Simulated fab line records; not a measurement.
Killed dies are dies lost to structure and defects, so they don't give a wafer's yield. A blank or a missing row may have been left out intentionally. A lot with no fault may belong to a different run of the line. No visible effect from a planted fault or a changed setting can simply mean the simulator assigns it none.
A struck lot beside a sound one	flow rit_cmos	41 out of 202 route steps
Sound: the wafers L922.2, L922.3, L922.5. Struck: wafers L933.1, L933.2, L933.3. The cause comes at the end.
Order at every step that has rows: each side's tool, ch and its chambers, its first start. Under that, the readings that differ: sound wafers	struck wafers	difference of the means	sigmas: that difference in standard deviations of wafers without a fault.
alike: readings whose means differ by less than 2 such deviations, and words and numbers that are the same on both sides. not compared: withheld readings, readings that some wafer has no value for, bounds like >300 that may hide the same value, and numbers for which the record gives no deviation and whose values overlap.
A row with sigmas, a row that says differs or no value, or rows on one side alone: a step with any of these is where the two part. When numbers do not overlap yet have no deviation, they are printed without sigmas and do not part them. A reading that every wafer of one side lacks parts them only if that side has two wafers or more.

first, 1 step without rows for these wafers: RIT_GATE_CLEAN_04 (cleans in dHF, time 60 s).
RIT_FOX2_THK_MEAS_91:
  sound on film_metro-02, day 2 18:46; struck on film_metro-04, day 5 01:32
  alike: FIELD_OXIDE_LEFT_2_THK
then, 2 steps without rows for these wafers: RIT_GATE_OXIDATION_05 (target thk 3 nm, ox time 270 s); RIT_GATE_ANNEAL_06 (time 600 s).
RIT_GATE_THK_MEAS_07:
  sound on film_metro-02, day 2 20:09; struck on film_metro-02, day 5 03:53
  alike: GATE_OXIDE_THK
then, 1 step without rows for these wafers: RIT_GATE_CVD_08 (deposits poly-Si from SiH4, target thk 250 nm, time 2220 s).
RIT_GATE_THK_MEAS_09:
  sound on film_metro-01, day 2 21:50; struck on film_metro-02, day 5 05:34
  alike: GATE_POLY_THK
then, 2 steps without rows for these wafers: RIT_GATE_HMDS_10 (prime time 60 s); RIT_GATE_COAT_11 (resist thk 850 nm).
RIT_GATE_SOFTBAKE_12: time 61.23 s.
  sound on litho_track-03 ch 0, day 2 22:12; struck on litho_track-01 ch 0, day 5 06:04
  alike: plate_sensor_t_centre_C, plate_sensor_t_edge_C
then, 2 steps without rows for these wafers: RIT_GATE_EXPOSE_13 (exposes mask M6, target cd 150 nm); RIT_GATE_PEB_14.
RIT_GATE_DEVELOP_15: develop time 50 s.
  sound on litho_track-03 ch 0, day 2 22:00; struck on litho_track-04 ch 0, day 5 06:00
RIT_GATE_OVL_MEAS_17:
  sound on overlay-02, day 2 22:52; struck on overlay-02, day 5 06:51
  alike: GATE_OVL
then, 1 step without rows for these wafers: RIT_GATE_HARDBAKE_18 (time 60 s).
RIT_GATE_ETCH_19: etches poly-Si in SF6/CHF3/O2, stops on SiO2, time 165 s, target depth 312.5 nm.
  sound on rie_si-01 ch 2,3, day 2 23:02; struck on rie_si-02 ch 0,2,3, day 5 07:13
  alike: drypump_motor_current_A, oes_product_au, throttle_valve_pct
  not compared: rf_hours_counter_h
RIT_GATE_STRIP_20: strips in O2, time 180 s.
  sound on plasma_asher-04 ch 1, day 2 23:08; struck on plasma_asher-04 ch 0,1, day 5 07:20
  alike: drypump_motor_current_A
  not compared: rf_hours_counter_h
then, 4 steps without rows for these wafers: RIT_REOX_CLEAN_00 (cleans in SC1, time 600 s); RIT_REOX_CLEAN_01 (cleans in dHF, time 30 s); RIT_REOX_CLEAN_02 (cleans in SC2, time 600 s); RIT_REOX_OXIDATION_03 (target thk 25.2 nm, ox time 5580 s).
RIT_REOX_THK_MEAS_04:
  sound on film_metro-04, day 3 03:44; struck on film_metro-04, day 5 10:32
reading	sound	struck	difference	sigmas
REOX_OXIDE_THK (nm)	25.9 25.9 25.7	24.6 24.8 24.9	-1.1	-2
then, 6 steps without rows for these wafers: RIT_NLDD_HMDS_00 (prime time 60 s); RIT_NLDD_COAT_01 (resist thk 1000 nm); RIT_NLDD_SOFTBAKE_02 (time 60 s); RIT_NLDD_EXPOSE_03 (exposes mask M7, target cd 40700 nm); RIT_NLDD_PEB_04; RIT_NLDD_DEVELOP_05 (develop time 50 s).
RIT_NLDD_OVL_MEAS_06:
  sound on overlay-01, day 3 04:47; struck on overlay-01, day 5 11:27
  alike: NLDD_OVL
then, 2 steps without rows for these wafers: RIT_NLDD_HARDBAKE_07 (time 60 s); RIT_NLDD_IMPLANT_08.
RIT_NLDD_STRIP_09: strips in O2, time 180 s.
  sound on plasma_asher-03 ch 0, day 3 05:07; struck on plasma_asher-02 ch 0,1, day 5 11:47
  alike: drypump_motor_current_A
  not compared: rf_hours_counter_h
RIT_NLDD_TW_MEAS_10:
  sound on film_metro-02, day 3 05:18; struck on film_metro-02, day 5 11:58
  alike: NLDD_TW
then, 6 steps without rows for these wafers: RIT_PLDD_HMDS_00 (prime time 60 s); RIT_PLDD_COAT_01 (resist thk 1000 nm); RIT_PLDD_SOFTBAKE_02 (time 60 s); RIT_PLDD_EXPOSE_03 (exposes mask M8, target cd 40900 nm); RIT_PLDD_PEB_04; RIT_PLDD_DEVELOP_05 (develop time 50 s).
RIT_PLDD_OVL_MEAS_06:
  sound on overlay-01, day 3 06:23; struck on overlay-02, day 5 12:52
  alike: PLDD_OVL
RIT_M1_PROBE_99:
  sound on prober-01, day 3 20:49; struck on prober-02, day 6 02:48
reading	sound	struck	difference	sigmas
model.etest.pmos_0p3.r_on_ohm_um	6529 6529 6527	5950 5934 5944	-586	
model.etest.pmos_0p15.r_on_ohm_um	2861 2874 2812	2359 2396 2395	-466	
model.etest.pmos_turned.r_on_ohm_um	3585 3621 3522	3022 3073 3105	-509	
model.etest.nmos_0p15.r_on_ohm_um	1198 1214 1180	1043 1007 1006	-179	
model.etest.nmos_0p3.r_on_ohm_um	2245 2268 2251	2057 2014 2014	-226	
model.etest.nmos_0p15.drive_ua_um	447.4 443.7 459.9	593.5 571.4 565.9	+126.6	
model.etest.pmos_0p15.drive_ua_um	246.5 245.2 249.6	323.3 310.1 306.7	+66.3	
model.etest.npoly_line.line_ohm_um	174.4 168.9 178	218.3 206.1 207	+36.7	

== WHERE THEY PART ==
Only at RIT_REOX_THK_MEAS_04, as far as this record shows. Later steps at which nothing parts them and some readings are alike: RIT_NLDD_OVL_MEAS_06, RIT_NLDD_STRIP_09, RIT_NLDD_TW_MEAS_10, RIT_PLDD_OVL_MEAS_06.

WHY: what had been put in by the simulator
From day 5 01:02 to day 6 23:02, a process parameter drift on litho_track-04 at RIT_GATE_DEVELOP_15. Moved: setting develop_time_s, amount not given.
